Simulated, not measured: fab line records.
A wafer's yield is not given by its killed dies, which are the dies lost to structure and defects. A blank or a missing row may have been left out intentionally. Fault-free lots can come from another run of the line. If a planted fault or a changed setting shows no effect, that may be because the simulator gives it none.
fab line records    flow berkeley_cmos170
[record] lots = 5  wafers = 23
route steps=331 shown M2@272
start_h: hours from the record's opening day to when the first of the lot's shown wafers began    wait_h: time in hours since the lot's previous step    " same as the row above    L1.1+2: one row covering several wafers at once    - either no value or no given start    * or withheld: withheld    < > ~ a bound
route shown NAME@n: names a module that has steps shown in the file, with the first one's number in the route    usual: mean and standard deviation over wafers with no fault    same: alike in all rows    chamber/n: place in a boat    sites: readings site by site    _std_site: the values' standard deviation    _edge_site: outer sites' mean less inner sites'    radius_mm: how far each site lies from the wafer's centre    mask NAME#n: copy n    behind: tool/chamber where the wafer was last shaped    hold: what put the lot on hold/how long, in hours/how the hold closed    device: which transistor (n, p or np) failed to switch    end of line: tests of these same wafers at the route's end    step lacking rows: just its recipe    killed: the dies lost at the first sort to structure and to defects; this is not the yield of the wafer    map: the dies of a wafer, with x for killed, . for not killed, _ for no die there
set.NAME: the setting the step ran with; set.NAME@STEP: the setting that earlier step ran with    model.NAME: the simulator's own value behind a step, which no gauge read
lots whose settings were changed on purpose; a table a step, a row a wafer
[[steps]]
[step UCB170_M2_SPUTTER_01]
[recipe] material = Al  target_thk_nm = 900  time_s = 120  power_w = 6000  chamber_pressure_pa = 0.5
lot.wafer  tool            chamber  start_h  wait_h  set.power_w  model.Al_of_M2_SPUTTER_01.thk_nm
L075.1     pvd_sputter-01  -        166.14   0.0     6000         884
L075.2     "               -        "        "       6000         891.2
L075.4     "               -        "        "       5465         818.2
L075.5     "               -        "        "       5465         815.4
L075.6     "               -        "        "       6000         896.1
L078.1     pvd_sputter-04  -        187.10   0.0     6364         963.4
L078.3     "               -        "        "       6364         954.9
L078.4     "               -        "        "       6364         950.9
L078.5     "               -        "        "       6000         898.4
L078.6     "               -        "        "       6000         912.8
L080.1     pvd_sputter-01  -        187.34   0.0     6000         899.6
L080.2     "               -        "        "       6000         892.2
L080.4     "               -        "        "       6000         890.7
L080.5     "               -        "        "       5291         786.2
L080.6     "               -        "        "       5291         790.2
L083.3     pvd_sputter-03  -        206.75   0.0     6000         933.9
L083.4     "               -        "        "       6000         888.1
L083.5     "               -        "        "       6000         913.4
L084.1     pvd_sputter-03  -        211.29   0.0     6000         885.8
L084.2     "               -        "        "       6000         903.7
L084.3     "               -        "        "       6196         938.4
L084.5     "               -        "        "       6196         958.5
L084.6     "               -        "        "       6196         906.9
[step UCB170_M2_RS_MEAS_02]
[recipe] thk_meas_gauge = four-point-probe  reads = Al_of_M2_SPUTTER_01
[usual] M2_AL_RS = 0.0321/0.00046
lot.wafer  tool           chamber  start_h  wait_h  set.power_w@M2_SPUTTER_01  M2_AL_RS[ohm/sq]
L075.1     film_metro-04  -        166.22   0.0     6000                       0.0327
L075.2     "              -        "        "       6000                       0.0325
L075.4     "              -        "        "       5465                       0.0354
L075.5     "              -        "        "       5465                       0.0355
L075.6     "              -        "        "       6000                       0.0323
L078.1     film_metro-02  -        187.18   0.0     6364                       0.0300
L078.3     "              -        "        "       6364                       0.0304
L078.4     "              -        "        "       6364                       0.0305
L078.5     "              -        "        "       6000                       0.0322
L078.6     "              -        "        "       6000                       0.0317
L080.1     film_metro-01  -        187.42   0.0     6000                       0.0321
L080.2     "              -        "        "       6000                       0.0325
L080.4     "              -        "        "       6000                       0.0324
L080.5     "              -        "        "       5291                       0.0368
L080.6     "              -        "        "       5291                       0.0366
L083.3     film_metro-02  -        206.88   0.1     6000                       0.0310
L083.4     "              -        "        "       6000                       0.0326
L083.5     "              -        "        "       6000                       0.0317
L084.1     film_metro-01  -        211.37   0.0     6000                       0.0326
L084.2     "              -        "        "       6000                       0.0320
L084.3     "              -        "        "       6196                       0.0308
L084.5     "              -        "        "       6196                       0.0301
L084.6     "              -        "        "       6196                       0.0318
[step UCB170_M2_THK_MEAS_03]
[recipe] thk_meas_gauge = xrf  reads = Al_of_M2_SPUTTER_01
[usual] M2_AL_THK = 902/14
lot.wafer  tool           chamber  start_h  wait_h  set.power_w@M2_SPUTTER_01  M2_AL_THK[nm]
L075.1     film_metro-04  -        166.34   0.1     6000                       886
L075.2     "              -        "        "       6000                       892
L075.4     "              -        "        "       5465                       822
L075.5     "              -        "        "       5465                       813
L075.6     "              -        "        "       6000                       894
L078.1     film_metro-02  -        187.30   0.1     6364                       960
L078.3     "              -        "        "       6364                       948
L078.4     "              -        "        "       6364                       949
L078.5     "              -        "        "       6000                       897
L078.6     "              -        "        "       6000                       911
L080.1     film_metro-01  -        187.54   0.1     6000                       904
L080.2     "              -        "        "       6000                       896
L080.4     "              -        "        "       6000                       894
L080.5     "              -        "        "       5291                       791
L080.6     "              -        "        "       5291                       793
L083.3     film_metro-02  -        206.98   0.1     6000                       936
L083.4     "              -        "        "       6000                       892
L083.5     "              -        "        "       6000                       911
L084.1     film_metro-01  -        211.49   0.1     6000                       892
L084.2     "              -        "        "       6000                       910
L084.3     "              -        "        "       6196                       944
L084.5     "              -        "        "       6196                       964
L084.6     "              -        "        "       6196                       908
[step UCB170_M2_METAL_ETCH_18]
[recipe] chemistry = Cl2/BCl3  target = Al  stop_on = SiO2  pressure_mtorr = 12  target_depth_a = 11700  over_etch_frac = 0.3  time_s = 195  icp_w = 600  bias_w = 120  Cl2_flow_sccm = 90  bcl3_flow_sccm = 45
lot.wafer  tool          chamber  start_h  wait_h  set.over_etch_frac  model.KrF_of_M2_COAT_10.thk_nm
L075.1     rie_metal-04  1        168.80   -       0.2357              251.4
L075.2     "             0        "        "       0.3                 221.2
L075.4     "             0        "        "       0.3                 -
L075.5     "             1        "        "       0.2357              -
L075.6     "             0        "        "       0.3                 223.7
L078.1+3   rie_metal-04  1        189.21   -       0.3                 -
L078.4     "             0        "        "       0.2429              -
L078.5     "             0        "        "       0.3                 215
L078.6     "             1        "        "       0.2429              240.7
L080.1     rie_metal-02  1        189.83   -       0.3                 207.8
L080.2     "             0        "        "       0.369               168
L080.4     "             1        "        "       0.3                 213.5
L080.5     "             1        "        "       0.3                 -
L080.6     "             0        "        "       0.369               -
L083.3     rie_metal-04  0        209.96   -       0.3                 232.2
L083.4     "             1        "        "       0.3                 220.3
L083.5     "             0        "        "       0.3                 232.6
L084.1     rie_metal-01  1        213.78   -       0.3                 227.1
L084.2     "             1        "        "       0.3644              196.6
L084.3     "             1        "        "       0.3644              198.1
L084.5     "             1        "        "       0.3                 229.2
L084.6     "             1        "        "       0.3644              193.7
[step UCB170_M2_STRIP_19]
[recipe] chemistry = O2  power_w = 400  pressure_mtorr = 3500  platen_temp_c = withheld  o2_flow_sccm = 400  overash_fraction = 0.5
[usual] oes_product_au = 0.549/0.011
lot.wafer  tool             chamber  start_h  wait_h  set.over_etch_frac@M2_METAL_ETCH_18  oes_product_au
L075.1     plasma_asher-01  1        168.99   0.1     0.2357                               0.582
L075.2     "                0        "        "       0.3                                  0.554
L075.4     "                1        "        "       0.3                                  0.550
L075.5     "                0        "        "       0.2357                               0.581
L075.6     "                1        "        "       0.3                                  0.554
L078.1     plasma_asher-02  1        189.40   0.1     0.3                                  0.525
L078.3     "                0        "        "       0.3                                  0.545
L078.4     "                1        "        "       0.2429                               0.576
L078.5     "                1        "        "       0.3                                  0.550
L078.6     "                0        "        "       0.2429                               0.581
L080.1     plasma_asher-03  1        190.02   0.1     0.3                                  0.538
L080.2     "                0        "        "       0.369                                0.501
L080.4     "                0        "        "       0.3                                  0.542
L080.5     "                1        "        "       0.3                                  0.535
L080.6     "                0        "        "       0.369                                0.504
L083.3     plasma_asher-03  0        210.12   0.1     0.3                                  0.565
L083.4     "                1        "        "       0.3                                  0.555
L083.5     "                1        "        "       0.3                                  0.569
L084.1     plasma_asher-02  1        214.16   0.3     0.3                                  0.566
L084.2     "                0        "        "       0.3644                               0.523
L084.3     "                0        "        "       0.3644                               0.527
L084.5     "                1        "        "       0.3                                  0.560
L084.6     "                0        "        "       0.3644                               0.533
[[key]]
[split] step = UCB170_M2_SPUTTER_01  setting = power_w  stated = 6000  by = wafer
[response] step = UCB170_M2_SPUTTER_01  reading = model.Al_of_M2_SPUTTER_01.thk_nm  change = +8.81  per = 1%  r = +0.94
[response] step = UCB170_M2_RS_MEAS_02  reading = M2_AL_RS  change = -0.000347  per = 1%  r = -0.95
[response] step = UCB170_M2_THK_MEAS_03  reading = M2_AL_THK  change = +8.73  per = 1%  r = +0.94
[split] step = UCB170_M2_METAL_ETCH_18  setting = over_etch_frac  stated = 0.3  by = wafer
[response] step = UCB170_M2_METAL_ETCH_18  reading = model.KrF_of_M2_COAT_10.thk_nm  change = -1.53  per = 1%  r = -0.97
[response] step = UCB170_M2_STRIP_19  reading = oes_product_au  change = -0.00162  per = 1%  r = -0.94
